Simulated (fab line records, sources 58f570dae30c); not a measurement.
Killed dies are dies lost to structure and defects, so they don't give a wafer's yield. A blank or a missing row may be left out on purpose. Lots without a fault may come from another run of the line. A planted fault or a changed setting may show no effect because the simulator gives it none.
fab line records | flow berkeley_cmos170
record lots=6 wafers=18 last_day=12
route steps=331 shown M3@315
lots that met no fault: from a run of the same line without faults
start_h: hours from the record's first day to the start of the lot's first wafer shown | wait_h: hours since the lot's step before | " the same as in the row above | L1.1+2: a row that stands for several wafers | - no value, or no start given | * or withheld: withheld | < > ~ a bound
route shown NAME@n: a module of which the file shows steps, and the number in the route of the first | usual: mean/standard deviation of fault-free wafers | same: alike in all rows | chamber/n: place in a boat | sites: the reading at each site | _std_site: their standard deviation | _edge_site: outer sites' mean less inner sites' | radius_mm: how far each site lies from the wafer's centre | mask NAME#n: copy n | behind: the tool/chamber that last shaped the wafer | hold: why the lot was held/for how many hours/how that ended | device: the transistor (n, p or np) that didn't switch | end of line: the same wafers' tests at the end of the route | a step without rows: its recipe alone | killed: dies lost to structure and defects at the first sort, not the wafer's yield | map: a wafer's dies, x killed, . not, _ none there
set.NAME: the setting as run; set.NAME@STEP: as run at that earlier step | model.NAME: the simulator's own value behind a step, which no gauge read
lots at some steps of the route; a table a step, a row a wafer
services: from which hour (start_h, from the record's first day; less than 0 if before it) a tool's chamber was out of use, for how many hours, and why
## steps
# step UCB170_M3_SOFTBAKE_06
# recipe resist=KrF temp_c=130 time_s=60
# step UCB170_M3_STRIP_07
# recipe chemistry=O2 power_w=400 pressure_mtorr=3500 platen_temp_c=withheld o2_flow_sccm=400 overash_fraction=0.5
# usual drypump_motor_current_A=5.9/0.59 o2_flow_sccm=400.0/1.1 oes_product_au=0.735/0.0047 strip_time_to_endpoint_s=22.02/0.058
# columns lot.wafer tool chamber start_h wait_h drypump_motor_current_A o2_flow_sccm oes_product_au rf_hours_counter_h strip_time_to_endpoint_s
L506.1 plasma_asher-04 0 193.83 0.1 5.1 399.9 0.746 43 21.97
L506.2 " 1 " " 6.6 399.4 0.734 43 21.99
L506.5 " 1 " " 6.6 400.7 0.726 - 21.94
L511.1 plasma_asher-04 1 223.11 0.1 6.6 401.2 0.736 47 22.01
L511.2 " 0 " " 5.1 400.0 0.744 47 21.99
L511.3 " 1 " " 6.6 399.9 0.731 - 21.99
L516.1 plasma_asher-04 1 256.82 0.1 6.6 400.7 0.742 51 21.99
L516.4 " 1 " " 6.6 399.6 0.740 - 22.04
L516.5 " 0 " " 5.1 399.5 0.738 - 22.02
L519.3 plasma_asher-01 1 260.02 0.1 5.1 399.7 0.728 - 21.96
L519.4 " 0 " " 6.5 399.5 0.736 - 22.00
L519.6 " 0 " " 6.4 399.0 0.735 - 22.05
L523.2 plasma_asher-02 1 275.51 0.1 5.9 402.1 0.728 49 21.96
L523.3 " 0 " " 6.2 398.2 0.736 - 21.92
L523.5 " 1 " " 5.9 400.4 0.736 - 21.95
L524.2 plasma_asher-01 1 285.49 0.1 5.1 399.8 0.734 18 22.02
L524.3 " 0 " " 6.4 397.9 0.734 - 21.98
L524.6 " 1 " " 5.1 399.3 0.732 - 21.93
# step UCB170_M3_STRIP_08
# recipe chemistry=DMSO temp_c=80 time_s=600 material=KrF
# step UCB170_M3_COAT_09
# recipe resist=BARC temp_c=withheld time_s=withheld spin_rpm=3000 resist_thk_nm=withheld
# step UCB170_M3_COAT_10
# recipe resist=KrF spin_rpm=1500 resist_thk_nm=900
# step UCB170_M3_SOFTBAKE_11
# recipe resist=KrF temp_c=130 time_s=60
# step UCB170_M3_EXPOSE_12
# recipe mask_id=METAL3 target_cd_nm=700 na=0.5 sigma_outer=0.6 source_shape=conventional dose_mj=26
# step UCB170_M3_PEB_13
# recipe peb_temp_c=130 peb_time_s=withheld resist=KrF
# step UCB170_M3_DEVELOP_14
# recipe developer=TMAH develop_time_s=45 resist=KrF dev_temp_c=21
# step UCB170_M3_CD_MEAS_15
# recipe target_cd_nm=700
# usual cd_nm=699.9/1.6
# columns lot.wafer tool chamber start_h wait_h cd_nm
L506.1 cd_sem-02 - 196.46 - 698.8
L506.2 " - " " 698.3
L506.5 " - " " 698.2
L511.1 cd_sem-01 - 225.82 - 702.3
L511.2 " - " " 701.2
L511.3 " - " " 699.3
L516.1 cd_sem-02 - 258.07 - 699.1
L516.4 " - " " 698.8
L516.5 " - " " 698.3
L519.3 cd_sem-01 - 261.70 - 701.2
L519.4 " - " " 701.5
L519.6 " - " " 700.0
L523.2 cd_sem-02 - 277.34 - 698.6
L523.3 " - " " 697.2
L523.5 " - " " 698.2
L524.2 cd_sem-01 - 286.66 - 698.2
L524.3 " - " " 698.1
L524.6 " - " " 698.1
# step UCB170_M3_OVL_MEAS_16
# usual M3_OVL=0/5.7
# columns lot.wafer tool chamber start_h wait_h M3_OVL[nm]
L506.1 overlay-01 - 196.58 0.1 -10
L506.2 " - " " -5
L506.5 " - " " -10
L511.1 overlay-01 - 225.94 0.1 -4
L511.2 " - " " -11
L511.3 " - " " -8
L516.1 overlay-02 - 258.19 0.1 1
L516.4 " - " " 6
L516.5 " - " " 1
L519.3 overlay-02 - 261.79 0.1 0
L519.4 " - " " 9
L519.6 " - " " 7
L523.2 overlay-01 - 277.45 0.1 -4
L523.3 " - " " 0
L523.5 " - " " 2
L524.2 overlay-01 - 286.77 0.1 -3
L524.3 " - " " -5
L524.6 " - " " -4
# step UCB170_M3_ETCH_17
# recipe chemistry=N2/H2 target_depth_a=withheld overetch_a=withheld target=BARC time_s=withheld source_w=500 bias_w=100 pressure_mtorr=30 n2_flow_sccm=100 h2_flow_sccm=200
# usual drypump_motor_current_A=5.8/0.52 oes_product_au=0.987/0.017 throttle_valve_pct=13.19/0.15
# columns lot.wafer tool chamber start_h wait_h drypump_motor_current_A oes_product_au throttle_valve_pct
L506.1 rie_diel-01 1 196.61 0.0 5.4 0.980 13.19
L506.2 " 0 " " 5.9 0.995 13.18
L506.5 " 1 " " 5.4 0.974 13.19
L511.1 rie_diel-01 3 225.97 0.0 5.3 1.006 13.36
L511.2 " 1 " " 5.4 0.980 13.21
L511.3 " 0 " " 5.9 1.003 13.20
L516.1 rie_diel-01 1 258.22 0.0 5.4 0.975 13.20
L516.4 " 0 " " 5.9 0.989 13.19
L516.5 " 0 " " 5.9 0.980 13.19
L519.3 rie_diel-03 2 261.81 0.0 5.1 0.993 13.17
L519.4 " 3 " " 5.6 0.983 12.96
L519.6 " 2 " " 5.2 1.003 13.16
L523.2 rie_diel-02 2 277.48 0.0 6.2 0.970 13.04
L523.3 " 1 " " 5.8 1.027 13.43
L523.5 " 1 " " 5.8 1.018 13.42
L524.2 rie_diel-02 0 286.80 0.0 6.5 0.982 12.93
L524.3 " 1 " " 5.8 1.005 13.41
L524.6 " 1 " " 5.8 1.015 13.41
# step UCB170_M3_METAL_ETCH_18
# recipe chemistry=Cl2/BCl3 target=Al stop_on=SiO2 pressure_mtorr=12 target_depth_a=11700 over_etch_frac=0.3 time_s=195 icp_w=600 bias_w=116.8 Cl2_flow_sccm=90 bcl3_flow_sccm=45
# usual drypump_motor_current_A=5.8/0.6 oes_product_au=0.864/0.013 throttle_valve_pct=24.43/0.26
# columns lot.wafer tool chamber start_h wait_h drypump_motor_current_A oes_product_au rf_hours_counter_h throttle_valve_pct model.KrF_of_M3_COAT_10.thk_nm model.SiO2_of_V2_CVD_00.thk_nm
L506.1 rie_metal-04 0 196.65 - 6.0 0.868 4 24.02 237.4 942.5
L506.2 " 1 " " 4.9 0.873 5 24.20 199.8 940.1
L506.5 " 1 " " 4.9 0.879 - 24.19 194.7 939
L511.1 rie_metal-01 1 226.02 - 5.7 0.869 11 24.43 208.5 938.2
L511.2 " 0 " " 6.3 0.874 7 24.65 218.3 939.8
L511.3 " 0 " " 6.3 0.870 - 24.63 220.4 939.2
L516.1 rie_metal-01 0 258.26 - 6.3 0.827 8 24.66 156.9 931.9
L516.4 " 0 " " 6.3 0.831 - 24.68 148.4 930.5
L516.5 " 0 " " 6.3 0.830 - 24.66 154.9 930.7
L519.3 rie_metal-01 0 261.98 - 6.3 0.825 - 24.67 149.4 931.3
L519.4 " 0 " " 6.3 0.828 - 24.65 149.5 930.6
L519.6 " 0 " " 6.2 0.826 - 24.66 153.7 930.7
L523.2 rie_metal-03 1 277.52 - 5.0 0.843 15 24.78 229.4 941.4
L523.3 " 1 " " 5.1 0.849 - 24.80 229.6 939.6
L523.5 " 1 " " 5.1 0.832 - 24.78 232.9 941.1
L524.2 rie_metal-03 1 286.84 - 5.0 0.830 15 24.80 224.4 941.4
L524.3 " 0 " " 6.6 0.873 - 24.49 229.4 940.7
L524.6 " 0 " " 6.6 0.868 - 24.52 226.3 941.5
# step UCB170_M3_STRIP_19
# recipe chemistry=O2 power_w=400 pressure_mtorr=3500 platen_temp_c=withheld o2_flow_sccm=400 overash_fraction=0.5
# usual drypump_motor_current_A=5.9/0.62 o2_flow_sccm=400.1/1.2 oes_product_au=0.550/0.014
# columns lot.wafer tool chamber start_h wait_h drypump_motor_current_A o2_flow_sccm oes_product_au rf_hours_counter_h
L506.1 plasma_asher-04 1 196.84 0.1 6.6 398.7 0.570 44
L506.2 " 0 " " 5.1 400.7 0.533 44
L506.5 " 1 " " 6.6 400.8 0.527 -
L511.1 plasma_asher-01 1 226.20 0.1 5.1 401.5 0.535 12
L511.2 " 0 " " 6.4 398.6 0.546 12
L511.3 " 0 " " 6.4 400.0 0.548 -
L516.1 plasma_asher-01 0 258.64 0.3 6.5 401.4 0.480 15
L516.4 " 0 " " 6.4 401.3 0.470 -
L516.5 " 0 " " 6.4 400.5 0.480 -
L519.3 plasma_asher-01 1 262.26 0.2 5.1 402.3 0.477 -
L519.4 " 0 " " 6.4 400.6 0.476 -
L519.6 " 0 " " 6.4 399.1 0.476 -
L523.2 plasma_asher-02 0 277.71 0.1 6.2 398.2 0.561 50
L523.3 " 0 " " 6.2 399.6 0.567 -
L523.5 " 1 " " 5.9 399.4 0.569 -
L524.2 plasma_asher-02 0 287.03 0.1 6.2 402.9 0.556 51
L524.3 " 1 " " 5.9 399.7 0.567 -
L524.6 " 1 " " 5.9 399.6 0.562 -
# step UCB170_M3_CD_MEAS_90
# recipe target_cd_nm=700
# usual cd_nm=700/3.2
# columns lot.wafer tool chamber start_h wait_h cd_nm
L506.1 cd_sem-01 - 196.94 0.1 703
L506.2 " - " " 700
L506.5 " - " " 698
L511.1 cd_sem-01 - 226.30 0.1 695
L511.2 " - " " 699
L511.3 " - " " 697
L516.1 cd_sem-01 - 258.74 0.1 689
L516.4 " - " " 689
L516.5 " - " " 691
L519.3 cd_sem-01 - 262.37 0.1 699
L519.4 " - " " 697
L519.6 " - " " 694
L523.2 cd_sem-02 - 277.87 0.1 702
L523.3 " - " " 700
L523.5 " - " " 700
L524.2 cd_sem-02 - 287.15 0.1 698
L524.3 " - " " 701
L524.6 " - " " 694
## services
# columns tool chamber start_h hours kind
rie_diel-03 2 171.98 - clean
rie_diel-03 2 171.98 26.5 scheduled_down
rie_diel-03 2 171.98 26.5 vent_cycle
rie_diel-02 1 189.40 4.4 repair
rie_metal-01 1 211.30 1.6 repair
rie_diel-01 2 217.69 - clean
rie_diel-01 2 217.69 15.9 scheduled_down
rie_diel-01 2 217.69 15.9 vent_cycle
plasma_asher-01 - 219.53 4.8 repair
plasma_asher-02 - 223.58 2.8 repair
rie_metal-04 - 226.35 0.8 repair
rie_diel-03 3 230.98 - clean
rie_diel-03 3 230.98 20.0 scheduled_down
rie_diel-03 3 230.98 20.0 vent_cycle
rie_diel-03 0 244.19 34.4 repair
rie_diel-03 - 246.21 2.8 pm
rie_metal-01 1 257.71 - clean
rie_metal-01 1 257.71 14.1 scheduled_down
rie_metal-01 1 257.71 14.1 vent_cycle
rie_metal-04 - 272.44 1.0 repair
rie_diel-03 2 277.65 6.0 repair
rie_diel-01 1 280.82 7.1 repair
rie_diel-02 2 283.26 1.7 repair
## key
first_sign step=UCB170_M3_METAL_ETCH_18 reading=oes_product_au direction=down sigmas=2.7 usual=0.864 struck=0.828
effect step=UCB170_M3_STRIP_19 reading=oes_product_au direction=down sigmas=5.2 usual=0.550 struck=0.476
effect step=UCB170_M3_CD_MEAS_90 reading=cd_nm direction=down sigmas=2 usual=700 struck=693
model_effect step=UCB170_M3_METAL_ETCH_18 value=KrF_of_M3_COAT_10.thk_nm without=214.7 struck=152.1
met_at UCB170_M3_METAL_ETCH_18
struck_wafers L516.1,L516.4,L516.5,L519.3,L519.4,L519.6
sort_left_out L519.3,L519.4,L519.6
tester_left_out L519
onset_between 226.02 258.26
earlier_fault kind=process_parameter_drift tool=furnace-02 chamber=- onset_h=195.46 steps=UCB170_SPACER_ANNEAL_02 channel=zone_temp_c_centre offset=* shape=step end_h=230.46
fault kind=process_parameter_drift tool=rie_metal-01 chamber=- onset_h=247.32 steps=UCB170_M3_METAL_ETCH_18 channel=target_depth_a offset=* shape=step end_h=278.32 acts_in=* stated=*
# tester_left_out: of these lots the tester's yield and bins aren't shown, on N5 and GAA mostly nor the transistor test; their killed dies are dies lost to structure and defects alone, not to doping, threshold or leakage, so they don't give the yield
# sort_left_out: the simulated sort isn't trusted on such a fault, so these wafers' sort isn't shown, and their yield isn't known
